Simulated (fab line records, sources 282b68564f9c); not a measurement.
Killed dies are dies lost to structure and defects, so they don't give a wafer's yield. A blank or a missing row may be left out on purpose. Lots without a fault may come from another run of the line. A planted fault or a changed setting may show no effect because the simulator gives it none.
A struck lot beside a sound one | flow rit_cmos | 19 steps out of a route of 202
Sound: wafers L412.1, L412.3, L412.4. Struck: wafers L421.3, L421.4, L421.6. The cause comes at the end.
At each step with rows: each side's tool, then ch and its chambers, then its first start. Under that, the readings that differ: sound wafers | struck wafers | difference of the means | sigmas: that difference in standard deviations of wafers without a fault.
alike: readings whose means differ by less than 2 such deviations, and words and numbers that are the same on both sides. not compared: withheld readings, readings that some wafer has no value for, bounds like >300 that may hide the same value, and numbers for which the record gives no deviation and whose values overlap.
The two part at a step that has a row with sigmas, a row that says differs or no value, or rows on one side only. Numbers that don't overlap but have no deviation are shown without sigmas and don't part them. A reading that every wafer of one side lacks parts them only if that side has two wafers or more.

first, 1 step without rows for these wafers: RIT_CONTACT_HARDBAKE_10 (time 60 s).
RIT_CONTACT_ETCH_11: etches SiO2 in CHF3/CF4/Ar, stops on TiSi2, target depth 480 nm, time 320 s.
  sound on rie_diel-03 ch 0,1,3, day 5 15:32; struck on rie_diel-04 ch 0,3, day 7 13:45
  alike: drypump_motor_current_A, mfc_ar_sccm, oes_product_au, rf_fwd_power_W, throttle_valve_pct
  not compared: rf_hours_counter_h
RIT_CONTACT_STRIP_12: strips in O2, time 180 s.
  sound on plasma_asher-02 ch 0,1, day 5 15:43; struck on plasma_asher-04 ch 0,1, day 7 14:00
  alike: drypump_motor_current_A
  not compared: rf_hours_counter_h
RIT_CONTACT_CD_MEAS_90: target cd 1000 nm.
  sound on cd_sem-02, day 5 15:54; struck on cd_sem-01, day 7 14:10
  alike: cd_nm
then, 2 steps without rows for these wafers: RIT_CONTACT_CLEAN_13 (cleans in SC1, time 600 s); RIT_CONTACT_CLEAN_14 (cleans in SC2, time 600 s).
RIT_M1_SPUTTER_00: material Al, target thk 400 nm, time 500 s.
  sound on pvd_sputter-01, day 5 16:23; struck on pvd_sputter-02, day 7 14:47
  alike: throttle_valve_pct
RIT_M1_RS_MEAS_01: measures by four-point-probe.
  sound on film_metro-04, day 5 16:41; struck on film_metro-01, day 7 15:07
  alike: M1_AL_RS
RIT_M1_THK_MEAS_02: measures by xrf.
  sound on film_metro-04, day 5 16:48; struck on film_metro-01, day 7 15:13
  alike: M1_AL_THK
then, 3 steps without rows for these wafers: RIT_M1_HMDS_03 (prime time 60 s); RIT_M1_COAT_04 (resist thk 1325 nm); RIT_M1_SOFTBAKE_05 (time 60 s).
RIT_M1_EXPOSE_06: exposes mask M12, target cd 2600 nm.
  sound on iline_stepper-01 ch 0, day 5 17:26; struck on iline_stepper-02 ch 0, day 7 15:52
  reading                    | sound                | struck            | difference | sigmas
  model.M1.overlay_x_nm (nm) | 0.5903 0.5903 0.5903 | 359.9 359.9 359.9 | +359.3     |
  alike: mask
then, 2 steps without rows for these wafers: RIT_M1_PEB_07; RIT_M1_DEVELOP_08 (develop time 68 s).
RIT_M1_CD_MEAS_09: target cd 2600 nm.
  sound on cd_sem-02, day 5 17:52; struck on cd_sem-02, day 7 16:18
  reading    | sound                | struck               | difference | sigmas
  cd_nm (nm) | 2605.0 2604.1 2603.9 | 2600.9 2598.3 2598.9 | -5.0       | -2
RIT_M1_OVL_MEAS_10:
  sound on overlay-01, day 5 17:59; struck on overlay-02, day 7 16:23
  reading     | sound       | struck            | difference | sigmas
  M1_OVL (nm) | 2.1 1.3 0.5 | 358.0 360.2 360.3 | +358.2     | +99 or more
then, 1 step without rows for these wafers: RIT_M1_HARDBAKE_11 (time 120 s).
RIT_M1_PROBE_99:
  sound on prober-01, day 5 20:32; struck on prober-02, day 7 19:09
  reading                                                 | sound                | struck               | difference | sigmas
  model.etest.tester.sort_n_pass                          | 256 258 258          | 124 229 243          | -59        |
  model.etest.tester.sort_yield_pct (%)                   | 96.97 97.73 97.73    | 46.97 86.74 92.05    | -22.22     |
  model.etest.nmos_0p15.junction_log10_a_um               | -13.57 -13.53 -13.36 | -10.05 -10.26 -10.29 | +3.29      |
  model.etest.nmos_narrow.off_log10_a_um                  | -13.28 -13.19 -13.16 | -10.05 -10.26 -10.29 | +3.01      |
  model.etest.nmos_0p3.off_log10_a_um                     | -12.88 -12.84 -12.97 | -10.05 -10.26 -10.29 | +2.70      |
  model.etest.gate_end_array.leak_log10_a_um              | -12.67 -12.71 -12.77 | -9.898 -9.962 -10.1  | +2.730     |
  model.etest.pmos_0p15.junction_log10_a_um               | -13.9 -13.87 -13.88  | -11.05 -11.26 -11.29 | +2.68      |
  model.etest.contact_diode_array.leak_log10_a (angstrom) | -9.386 -9.364 -9.078 | -6.689 -7.04 -6.981  | +2.373     |
  alike: defect_limited_yield, killed_at_front_end, killed_dies, killed_on_rim, killed_open, killed_short

WHERE THEY PART
First at RIT_M1_CD_MEAS_09; last, within this record, at RIT_M1_OVL_MEAS_10. Later steps at which nothing parts them and some readings are alike: RIT_M1_PROBE_99.

WHY: what the simulator had put in
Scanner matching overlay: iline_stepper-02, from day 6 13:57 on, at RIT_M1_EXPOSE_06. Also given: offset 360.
